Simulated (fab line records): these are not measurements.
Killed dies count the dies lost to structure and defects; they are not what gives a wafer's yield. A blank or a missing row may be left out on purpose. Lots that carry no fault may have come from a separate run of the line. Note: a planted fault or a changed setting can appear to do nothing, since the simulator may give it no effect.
Which tool was responsible?	flow berkeley-cmos170	Sampling: 14 lots, 42 wafers, 6 of 331 route steps

## WHAT THE GAUGES SHOWED, per wafer
UCB170_CONTACT_OVL_MEAS_16.
lot	measured	on	CONTACT_OVL (nm)
L669	day 7 03:47	overlay-01	-6 7 9
L670	day 7 04:41	overlay-02	-4 0 2
L668	day 7 05:43	overlay-01	6 2 6
L672	day 7 17:47	overlay-02	0 0 4
L671	day 8 04:53	overlay-01	-2 -5 -7
L674	day 8 05:58	overlay-02	6 2 4
L675	day 8 06:47	overlay-01	0 -4 -6
L676	day 8 15:59	overlay-01	-6 -6 -9
L678	day 9 10:07	overlay-02	-4 -1 -4
L680	day 9 15:06	overlay-02	4 4 4
L685	day 10 21:07	overlay-01	-3 -1 0
L686	day 10 23:03	overlay-02	-3 -9 -4
L690	day 11 20:38	overlay-01	10 5 5
L691	day 12 00:39	overlay-02	1 9 6

UCB170_CONTACT_CD_MEAS_90: target cd 700 nm.
lot	measured	on	cd-nm (nm)
L669	day 7 04:05	cd-sem-02	698.8 701.2 700.0
L670	day 7 05:00	cd-sem-01	697.4 698.6 697.9
L668	day 7 06:02	cd-sem-02	701.2 699.3 700.3
L672	day 7 18:05	cd-sem-02	699.8 699.1 698.9
L671	day 8 05:12	cd-sem-02	701.0 701.0 699.0
L674	day 8 06:16	cd-sem-02	702.1 701.3 701.9
L675	day 8 07:05	cd-sem-01	701.6 699.0 699.8
L676	day 8 16:21	cd-sem-01	701.2 701.1 702.6
L678	day 9 10:26	cd-sem-01	701.4 704.3 703.3
L680	day 9 15:24	cd-sem-02	701.7 700.3 700.7
L685	day 10 21:26	cd-sem-01	701.3 701.4 700.9
L686	day 10 23:22	cd-sem-01	700.0 701.4 699.9
L690	day 11 20:58	cd-sem-01	701.9 702.9 701.7
L691	day 12 00:58	cd-sem-01	698.2 698.8 698.7

UCB170_M2_RS_MEAS_02: a four-point-probe measurement.
lot	measured	on	M2_AL_RS (ohm/sq)
L669	day 7 14:19	film-metro-02	0.0319 0.0321 0.0320
L670	day 7 14:31	film-metro-03	0.0317 0.0315 0.0318
L668	day 7 14:43	film-metro-04	0.0322 0.0323 0.0322
L672	day 8 06:38	film-metro-04	0.0319 0.0320 0.0323
L671	day 8 16:56	film-metro-02	0.0323 0.0321 0.0322
L674	day 8 16:43	film-metro-04	0.0325 0.0320 0.0318
L675	day 8 17:06	film-metro-04	0.0317 0.0322 0.0321
L676	day 9 01:58	film-metro-02	0.0323 0.0321 0.0314
L678	day 9 18:05	film-metro-02	0.0323 0.0322 0.0323
L680	day 10 02:23	film-metro-04	0.0320 0.0321 0.0320
L685	day 11 07:12	film-metro-03	- - -
L686	day 11 07:07	film-metro-04	- - -
L690	day 12 08:24	film-metro-02	0.0318 0.0318 0.0320
L691	day 12 08:40	film-metro-03	0.0325 0.0324 0.0324

UCB170_M2_THK_MEAS_03: measures by xrf.
lot	measured	on	M2_AL_THK (nm)
L669	day 7 14:26	film-metro-02	894 888 902
L670	day 7 14:37	film-metro-03	901 902 899
L668	day 7 14:50	film-metro-04	880 880 888
L672	day 8 06:45	film-metro-04	892 892 881
L671	day 8 17:03	film-metro-02	886 884 886
L674	day 8 16:50	film-metro-04	879 885 899
L675	day 8 17:13	film-metro-04	897 883 886
L676	day 9 02:04	film-metro-02	874 887 901
L678	day 9 18:11	film-metro-02	878 882 877
L680	day 10 02:30	film-metro-04	891 885 888
L685	day 11 07:19	film-metro-03	<0 <0 <0
L686	day 11 07:14	film-metro-04	<1 <1 <1
L690	day 12 08:31	film-metro-02	893 893 889
L691	day 12 08:47	film-metro-03	877 880 876

UCB170_M2_CD_MEAS_15: target cd 700 nm.
lot	measured	on	cd-nm (nm)
L669	day 7 16:16	cd-sem-01	700.5 700.3 700.6
L670	day 7 16:31	cd-sem-02	697.2 696.9 698.1
L668	day 7 16:46	cd-sem-01	701.5 702.1 702.0
L672	day 8 08:38	cd-sem-01	698.0 698.0 698.3
L671	day 8 19:44	cd-sem-02	700.0 700.5 699.0
L674	day 8 19:15	cd-sem-01	697.6 697.7 695.4
L675	day 8 20:16	cd-sem-02	699.6 699.0 699.6
L676	day 9 04:11	cd-sem-01	697.3 698.1 697.1
L678	day 9 20:10	cd-sem-02	700.8 699.2 699.1
L680	day 10 04:55	cd-sem-02	699.5 701.1 700.7
L685	day 11 12:23	cd-sem-02	699.2 700.5 699.5
L686	day 11 12:06	cd-sem-02	700.4 701.0 701.8
L690	day 12 10:33	cd-sem-02	697.7 699.4 698.4
L691	day 12 10:44	cd-sem-01	700.1 700.8 700.4

## EACH LOT AND THE TOOL THAT RAN IT (in order: tool; ch and the chambers of the sampled wafers; start)
lot	UCB170_M2_SPUTTER_01
L669	pvd-sputter-04, day 7 14:14
L670	pvd-sputter-03, day 7 14:25
L668	pvd-sputter-02, day 7 14:37
L672	pvd-sputter-04, day 8 06:33
L671	pvd-sputter-04, day 8 16:50
L674	pvd-sputter-02, day 8 16:38
L675	pvd-sputter-03, day 8 17:00
L676	pvd-sputter-02, day 9 01:52
L678	pvd-sputter-04, day 9 17:59
L680	pvd-sputter-03, day 10 02:17
L685	pvd-sputter-03, day 11 07:06
L686	pvd-sputter-02, day 11 07:01
L690	pvd-sputter-04, day 12 08:18
L691	pvd-sputter-03, day 12 08:31
- UCB170_M2_SPUTTER_01: material Al, target thk 900 nm, time 120 s.

## WHAT THE TOOLS THEMSELVES READ (means of the sampled wafers that have a number; where no wafer has one, the mark that the record gives instead)
UCB170_M2_SPUTTER_01.
lot	tool	cathode-dc-power-W (W)	chamber-pressure-pa (Pa)	throttle-valve-pct (%)
L669	pvd-sputter-04	6000.2	0.5007	30.4
L670	pvd-sputter-03	6000.0	0.5011	30.3
L668	pvd-sputter-02	5999.7	0.4992	30.7
L672	pvd-sputter-04	6000.4	0.5003	30.0
L671	pvd-sputter-04	5998.7	0.4994	30.2
L674	pvd-sputter-02	6000.4	0.5008	29.7
L675	pvd-sputter-03	6000.0	0.5007	30.9
L676	pvd-sputter-02	6000.6	0.4994	30.1
L678	pvd-sputter-04	6000.4	0.5004	30.8
L680	pvd-sputter-03	6000.2	0.4992	30.8
L685	pvd-sputter-03	-	-	-
L686	pvd-sputter-02	-	-	-
L690	pvd-sputter-04	6000.7	0.5004	29.9
L691	pvd-sputter-03	6000.6	0.4999	30.4

## THE ANSWER, worked out from the rows above alone
Rule: what is usual is taken from the lots themselves. The widest of any qualifying gaps counts: lots, ordered by their means at a reading, are off when they make up no more than a third of the lots, leave a main group of 4 or more, and stand apart from it by 3 or more times the standard deviation of that group's means. Not used: any main group whose means are identical at the precision the tables above print for the reading. Also off: a lot with no number at a reading for which 4 or more lots have one. The other lots that the step has rows for count as sound. Order of review: gauges by route order, followed by the tools' own readings, for which a lot's mean as printed above is used. The first step at which some lot is off is used, and at that step the reading that is off furthest; a lot without a number counts as furthest.
Off: L685, L686, seen at UCB170_M2_RS_MEAS_02 (M2_AL_RS). Without a number there: L685, L686. Main group: mean 0.0321 ohm/sq, sd 0.00019.
A tool fits if, at a process step before that reading, it ran every lot that is off, and no sound lot after the first of them. Not tried: the gauges at UCB170_M2_RS_MEAS_02; whatever is off there is also off at UCB170_M2_SPUTTER_01, on other tools, and gauge error can't account for it. No candidate that was tried fits.

## WHAT THE SIMULATOR HAD PUT IN
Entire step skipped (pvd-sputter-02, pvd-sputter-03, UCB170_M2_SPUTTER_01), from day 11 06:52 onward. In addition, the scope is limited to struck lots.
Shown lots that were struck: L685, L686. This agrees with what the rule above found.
